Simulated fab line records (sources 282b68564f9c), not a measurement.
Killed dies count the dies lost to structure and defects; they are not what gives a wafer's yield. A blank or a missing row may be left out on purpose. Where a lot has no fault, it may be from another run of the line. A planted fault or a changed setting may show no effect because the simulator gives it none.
fab line records / flow ritCmos
[record] lots = 14 wafers = 42 lastDay = 8
route steps=202 shown CONTACT@179 M1@202
lots with no fault: from the same line, run without faults
startH: hours from the record's first day to the start of the lot's first wafer shown / waitH: hours elapsed since this lot's preceding step / " as in the row above / L1.1+2: a single row standing in for several wafers / - value missing, or start not given / * or withheld: withheld / < > ~ a bound
route shown NAME@n: NAME is a module with steps in the file, n the number in the route of the first one / usual: mean and standard deviation over wafers with no fault / same: alike in all rows / chamber/n: place in a boat / sites: the reading at each site / _std_site: the standard deviation of these / _edge_site: outer sites' mean less inner sites' / radiusMm: how far each site lies from the wafer's centre / mask NAME#n: copy n / behind: the tool/chamber that last shaped the wafer / hold: why the lot went on hold/how many hours it stayed there/how the hold came to an end / device: which transistor (n, p or np) failed to switch / end of line: tests of these same wafers at the route's end / for a step that has no rows: nothing shown but its recipe / killed: not the wafer's yield, but the dies lost to structure and defects at the first sort / map: the dies of a wafer, with x for killed, . for not killed, _ for no die there
set.NAME: the setting the step ran with; set.NAME@STEP: the setting that earlier step ran with / model.NAME: the simulator's own value behind a step, which no gauge read
route steps across a sampled set of lots; one table per step, one row per wafer
services: a tool's chamber out of use, with start hour (startH, from the record's first day; less than 0 if before it), hours out, and reason
[[steps]]
[step RIT_CONTACT_ETCH_11]
[recipe] targetDepthA = 4800 overEtchFrac = 0.2 stopOn = TiSi2 chemistry = CHF3/CF4/Ar target = SiO2 CHF3_flow_sccm = 50 cf4FlowSccm = 10 Ar_flow_sccm = 100 O2_flow_sccm = 5 pressureMtorr = 100 rfW = 200 timeS = 320
[usual] chamberPressureMTorr = 100.00/0.099 drypumpMotorCurrentA = 5.8/0.48 oesProductAu = 0.987/0.014 throttleValvePct = 8.84/0.19
lot.wafer=L565.3 tool=rieDiel-01 chamber=2 startH=63.48 waitH=0.1 chamberPressureMTorr=99.94 drypumpMotorCurrentA=5.4 oesProductAu=0.995 rfHoursCounterH=2 throttleValvePct=8.60
lot.wafer=L565.5 tool=rieDiel-01 chamber=2 startH=63.48 waitH=0.1 chamberPressureMTorr=99.97 drypumpMotorCurrentA=5.4 oesProductAu=0.998 rfHoursCounterH=- throttleValvePct=8.61
lot.wafer=L565.6 tool=rieDiel-01 chamber=1 startH=63.48 waitH=0.1 chamberPressureMTorr=99.86 drypumpMotorCurrentA=6.2 oesProductAu=0.992 rfHoursCounterH=- throttleValvePct=9.00
lot.wafer=L566.1 tool=rieDiel-01 chamber=0 startH=68.76 waitH=0.1 chamberPressureMTorr=99.91 drypumpMotorCurrentA=6.1 oesProductAu=0.993 rfHoursCounterH=92 throttleValvePct=9.08
lot.wafer=L566.3 tool=rieDiel-01 chamber=2 startH=68.76 waitH=0.1 chamberPressureMTorr=99.90 drypumpMotorCurrentA=5.4 oesProductAu=1.005 rfHoursCounterH=2 throttleValvePct=8.61
lot.wafer=L566.6 tool=rieDiel-01 chamber=3 startH=68.76 waitH=0.1 chamberPressureMTorr=99.92 drypumpMotorCurrentA=4.8 oesProductAu=0.988 rfHoursCounterH=- throttleValvePct=8.94
lot.wafer=L567.1 tool=rieDiel-03 chamber=3 startH=72.64 waitH=0.1 chamberPressureMTorr=100.05 drypumpMotorCurrentA=5.8 oesProductAu=0.975 rfHoursCounterH=79 throttleValvePct=8.96
lot.wafer=L567.2 tool=rieDiel-03 chamber=0 startH=72.64 waitH=0.1 chamberPressureMTorr=100.03 drypumpMotorCurrentA=6.5 oesProductAu=0.981 rfHoursCounterH=1 throttleValvePct=8.74
lot.wafer=L567.5 tool=rieDiel-03 chamber=2 startH=72.64 waitH=0.1 chamberPressureMTorr=100.03 drypumpMotorCurrentA=5.8 oesProductAu=1.011 rfHoursCounterH=- throttleValvePct=9.09
lot.wafer=L568.3 tool=rieDiel-01 chamber=3 startH=75.37 waitH=0.2 chamberPressureMTorr=99.85 drypumpMotorCurrentA=4.8 oesProductAu=0.988 rfHoursCounterH=- throttleValvePct=8.95
lot.wafer=L568.4 tool=rieDiel-01 chamber=0 startH=75.37 waitH=0.2 chamberPressureMTorr=100.04 drypumpMotorCurrentA=6.1 oesProductAu=1.010 rfHoursCounterH=- throttleValvePct=9.07
lot.wafer=L568.6 tool=rieDiel-01 chamber=0 startH=75.37 waitH=0.2 chamberPressureMTorr=100.00 drypumpMotorCurrentA=6.1 oesProductAu=0.998 rfHoursCounterH=- throttleValvePct=9.08
lot.wafer=L569.2 tool=rieDiel-03 chamber=2 startH=81.93 waitH=0.1 chamberPressureMTorr=100.01 drypumpMotorCurrentA=5.8 oesProductAu=1.010 rfHoursCounterH=145 throttleValvePct=9.11
lot.wafer=L569.5 tool=rieDiel-03 chamber=1 startH=81.93 waitH=0.1 chamberPressureMTorr=100.06 drypumpMotorCurrentA=6.0 oesProductAu=0.980 rfHoursCounterH=- throttleValvePct=8.57
lot.wafer=L569.6 tool=rieDiel-03 chamber=0 startH=81.93 waitH=0.1 chamberPressureMTorr=99.77 drypumpMotorCurrentA=6.5 oesProductAu=0.981 rfHoursCounterH=- throttleValvePct=8.75
lot.wafer=L570.3 tool=rieDiel-03 chamber=1 startH=92.68 waitH=0.1 chamberPressureMTorr=100.02 drypumpMotorCurrentA=6.0 oesProductAu=0.982 rfHoursCounterH=161 throttleValvePct=8.56
lot.wafer=L570.5 tool=rieDiel-03 chamber=1 startH=92.68 waitH=0.1 chamberPressureMTorr=99.95 drypumpMotorCurrentA=6.0 oesProductAu=0.986 rfHoursCounterH=- throttleValvePct=8.56
lot.wafer=L570.6 tool=rieDiel-03 chamber=2 startH=92.68 waitH=0.1 chamberPressureMTorr=100.04 drypumpMotorCurrentA=5.8 oesProductAu=1.009 rfHoursCounterH=- throttleValvePct=9.09
lot.wafer=L571.1 tool=rieDiel-03 chamber=0 startH=100.67 waitH=0.1 chamberPressureMTorr=99.86 drypumpMotorCurrentA=6.5 oesProductAu=0.973 rfHoursCounterH=2 throttleValvePct=8.76
lot.wafer=L571.2 tool=rieDiel-03 chamber=2 startH=100.67 waitH=0.1 chamberPressureMTorr=99.95 drypumpMotorCurrentA=5.8 oesProductAu=1.007 rfHoursCounterH=145 throttleValvePct=9.11
lot.wafer=L571.6 tool=rieDiel-03 chamber=0 startH=100.67 waitH=0.1 chamberPressureMTorr=100.09 drypumpMotorCurrentA=6.5 oesProductAu=0.981 rfHoursCounterH=- throttleValvePct=8.74
lot.wafer=L572.1 tool=rieDiel-04 chamber=3 startH=100.92 waitH=0.1 chamberPressureMTorr=99.96 drypumpMotorCurrentA=5.5 oesProductAu=0.979 rfHoursCounterH=5 throttleValvePct=8.71
lot.wafer=L572.3 tool=rieDiel-04 chamber=0 startH=100.92 waitH=0.1 chamberPressureMTorr=100.12 drypumpMotorCurrentA=5.7 oesProductAu=0.989 rfHoursCounterH=13 throttleValvePct=8.68
lot.wafer=L572.5 tool=rieDiel-04 chamber=1 startH=100.92 waitH=0.1 chamberPressureMTorr=99.84 drypumpMotorCurrentA=6.3 oesProductAu=0.966 rfHoursCounterH=- throttleValvePct=8.83
lot.wafer=L574.3 tool=rieDiel-01 chamber=0 startH=112.80 waitH=0.1 chamberPressureMTorr=100.04 drypumpMotorCurrentA=6.1 oesProductAu=0.999 rfHoursCounterH=93 throttleValvePct=9.07
lot.wafer=L574.5 tool=rieDiel-01 chamber=2 startH=112.80 waitH=0.1 chamberPressureMTorr=100.03 drypumpMotorCurrentA=5.4 oesProductAu=0.986 rfHoursCounterH=- throttleValvePct=8.61
lot.wafer=L574.6 tool=rieDiel-01 chamber=1 startH=112.80 waitH=0.1 chamberPressureMTorr=99.96 drypumpMotorCurrentA=6.2 oesProductAu=0.989 rfHoursCounterH=- throttleValvePct=9.01
lot.wafer=L581.1 tool=rieDiel-03 chamber=3 startH=161.09 waitH=0.1 chamberPressureMTorr=100.07 drypumpMotorCurrentA=5.7 oesProductAu=0.962 rfHoursCounterH=81 throttleValvePct=8.94
lot.wafer=L581.3 tool=rieDiel-03 chamber=2 startH=161.09 waitH=0.1 chamberPressureMTorr=99.97 drypumpMotorCurrentA=5.8 oesProductAu=1.004 rfHoursCounterH=146 throttleValvePct=9.10
lot.wafer=L581.6 tool=rieDiel-03 chamber=3 startH=161.09 waitH=0.1 chamberPressureMTorr=99.92 drypumpMotorCurrentA=5.7 oesProductAu=0.971 rfHoursCounterH=- throttleValvePct=8.95
lot.wafer=L583.1 tool=rieDiel-03 chamber=3 startH=161.52 waitH=0.1 chamberPressureMTorr=99.93 drypumpMotorCurrentA=5.8 oesProductAu=0.964 rfHoursCounterH=81 throttleValvePct=8.95
lot.wafer=L583.4 tool=rieDiel-03 chamber=0 startH=161.52 waitH=0.1 chamberPressureMTorr=99.82 drypumpMotorCurrentA=6.5 oesProductAu=0.970 rfHoursCounterH=3 throttleValvePct=8.75
lot.wafer=L583.6 tool=rieDiel-03 chamber=3 startH=161.52 waitH=0.1 chamberPressureMTorr=100.11 drypumpMotorCurrentA=5.7 oesProductAu=0.960 rfHoursCounterH=- throttleValvePct=8.96
lot.wafer=L584.2 tool=rieDiel-04 chamber=1 startH=172.43 waitH=0.1 chamberPressureMTorr=100.15 drypumpMotorCurrentA=6.2 oesProductAu=0.966 rfHoursCounterH=131 throttleValvePct=8.83
lot.wafer=L584.4 tool=rieDiel-04 chamber=2 startH=172.43 waitH=0.1 chamberPressureMTorr=99.75 drypumpMotorCurrentA=5.3 oesProductAu=1.008 rfHoursCounterH=126 throttleValvePct=8.99
lot.wafer=L584.5 tool=rieDiel-04 chamber=2 startH=172.43 waitH=0.1 chamberPressureMTorr=99.81 drypumpMotorCurrentA=5.3 oesProductAu=1.004 rfHoursCounterH=- throttleValvePct=8.99
lot.wafer=L587.1 tool=rieDiel-01 chamber=2 startH=174.17 waitH=0.1 chamberPressureMTorr=100.07 drypumpMotorCurrentA=5.4 oesProductAu=0.997 rfHoursCounterH=5 throttleValvePct=8.61
lot.wafer=L587.2 tool=rieDiel-01 chamber=0 startH=174.17 waitH=0.1 chamberPressureMTorr=99.97 drypumpMotorCurrentA=6.1 oesProductAu=1.004 rfHoursCounterH=94 throttleValvePct=9.07
lot.wafer=L587.3 tool=rieDiel-01 chamber=1 startH=174.17 waitH=0.1 chamberPressureMTorr=100.12 drypumpMotorCurrentA=6.2 oesProductAu=0.987 rfHoursCounterH=33 throttleValvePct=9.00
lot.wafer=L588.3 tool=rieDiel-04 chamber=0 startH=176.99 waitH=0.1 chamberPressureMTorr=100.02 drypumpMotorCurrentA=5.7 oesProductAu=0.977 rfHoursCounterH=14 throttleValvePct=8.68
lot.wafer=L588.4 tool=rieDiel-04 chamber=2 startH=176.99 waitH=0.1 chamberPressureMTorr=100.21 drypumpMotorCurrentA=5.3 oesProductAu=1.007 rfHoursCounterH=126 throttleValvePct=9.00
lot.wafer=L588.6 tool=rieDiel-04 chamber=0 startH=176.99 waitH=0.1 chamberPressureMTorr=100.15 drypumpMotorCurrentA=5.7 oesProductAu=0.983 rfHoursCounterH=- throttleValvePct=8.68
[step RIT_M1_PROBE_99]
[usual] killedAtContacts = 0.1/0.28 killedAtFrontEnd = 7.1/2.8 killedDies = 7.1/2.9 killedOpen = 3.4/2 killedShort = 3.6/2.1
[same] grossDies = 264 killed_at_M0_to_M3 = 0 killed_at_M4_up = 0 killedAtBackSide = 0 killedAtOther = 0
lot.wafer=L581.1 tool=prober-02 chamber=- startH=166.60 waitH=0.1 killedAtContacts=34 killedAtFrontEnd=4 killedDies=38 killedOpen=4 killedShort=0
lot.wafer=L581.3 tool=prober-02 chamber=- startH=166.70 waitH=0.2 killedAtContacts=31 killedAtFrontEnd=6 killedDies=37 killedOpen=2 killedShort=4
lot.wafer=L581.6 tool=prober-02 chamber=- startH=166.85 waitH=0.2 killedAtContacts=33 killedAtFrontEnd=4 killedDies=37 killedOpen=2 killedShort=2
lot.wafer=L583.1 tool=prober-01 chamber=- startH=168.10 waitH=0.1 killedAtContacts=31 killedAtFrontEnd=4 killedDies=35 killedOpen=3 killedShort=1
lot.wafer=L583.4 tool=prober-01 chamber=- startH=168.25 waitH=0.2 killedAtContacts=41 killedAtFrontEnd=6 killedDies=47 killedOpen=2 killedShort=4
lot.wafer=L583.6 tool=prober-01 chamber=- startH=168.35 waitH=0.2 killedAtContacts=38 killedAtFrontEnd=6 killedDies=44 killedOpen=2 killedShort=4
// killed by level:class
L581.1 CONTACT:unspecified=34 FOX1:geometricParticle:open=2 GATE:geometricParticle:open=1 REOX:geometricParticle:open=1
L581.3 CONTACT:unspecified=31 SILICIDE:geometricParticle:short=2 GATE:geometricParticle:open=1 GATE:geometricParticle:short=1 REOX:geometricParticle:short=1 SILICIDE:geometricParticle:open=1
L581.6 CONTACT:unspecified=33 SILICIDE:geometricParticle:open=2 FOX1:geometricParticle:short=1 GATE:geometricParticle:short=1
L583.1 CONTACT:unspecified=31 FOX1:geometricParticle:open=1 FOX2:geometricParticle:open=1 GATE:geometricParticle:short=1 GATE:geometricParticle:open=1
L583.4 CONTACT:unspecified=41 GATE:geometricParticle:short=3 GATE:geometricParticle:open=1 SPACER:geometricParticle:short=1 SPACER:geometricParticle:open=1
L583.6 CONTACT:unspecified=38 SILICIDE:geometricParticle:short=2 FOX1:geometricParticle:short=1 FOX2:geometricParticle:short=1 GATE:geometricParticle:open=1 REOX:geometricParticle:open=1
[[services]]
tool=rieDiel-01 chamber=2 startH=72.70 hours=12.5 kind=repair
tool=rieDiel-01 chamber=1 startH=72.79 hours=3.0 kind=repair
tool=rieDiel-03 chamber=- startH=86.39 hours=1.6 kind=repair
tool=rieDiel-03 chamber=3 startH=89.75 hours=6.1 kind=repair
tool=rieDiel-03 chamber=- startH=91.46 hours=0.5 kind=repair
tool=rieDiel-04 chamber=- startH=91.95 hours=0.8 kind=repair
tool=rieDiel-03 chamber=1 startH=99.35 hours=- kind=clean
tool=rieDiel-03 chamber=1 startH=99.35 hours=19.9 kind=scheduledDown
tool=rieDiel-03 chamber=1 startH=99.35 hours=19.9 kind=ventCycle
tool=rieDiel-01 chamber=- startH=129.44 hours=4.3 kind=pm
tool=rieDiel-01 chamber=0 startH=137.90 hours=23.8 kind=repair
tool=rieDiel-01 chamber=3 startH=165.38 hours=- kind=clean
[[key]]
[firstSign] step = RIT_M1_PROBE_99 reading = killedAtContacts direction = up sigmas = 35 usual = 0.1 struck = 34.7
[effect] step = RIT_M1_PROBE_99 reading = killedDies direction = up sigmas = 11 usual = 7.1 struck = 39.7
metAt RIT_CONTACT_ETCH_11
struckLots L581,L583
testerLeftOut L581,L583
onsetBetween 100.67 161.09
[fault] kind = chamberParticleSource tool = rieDiel-03 chamber = - onsetH = 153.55 steps = RIT_CONTACT_ETCH_11 ratePerVisitCm2 = 1.2267 endH = 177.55
// testerLeftOut: of these lots the tester's yield and bins aren't shown, on N5 and GAA mostly nor the transistor test; their killed dies are dies lost to structure and defects alone, not to doping, threshold or leakage, so they don't give the yield
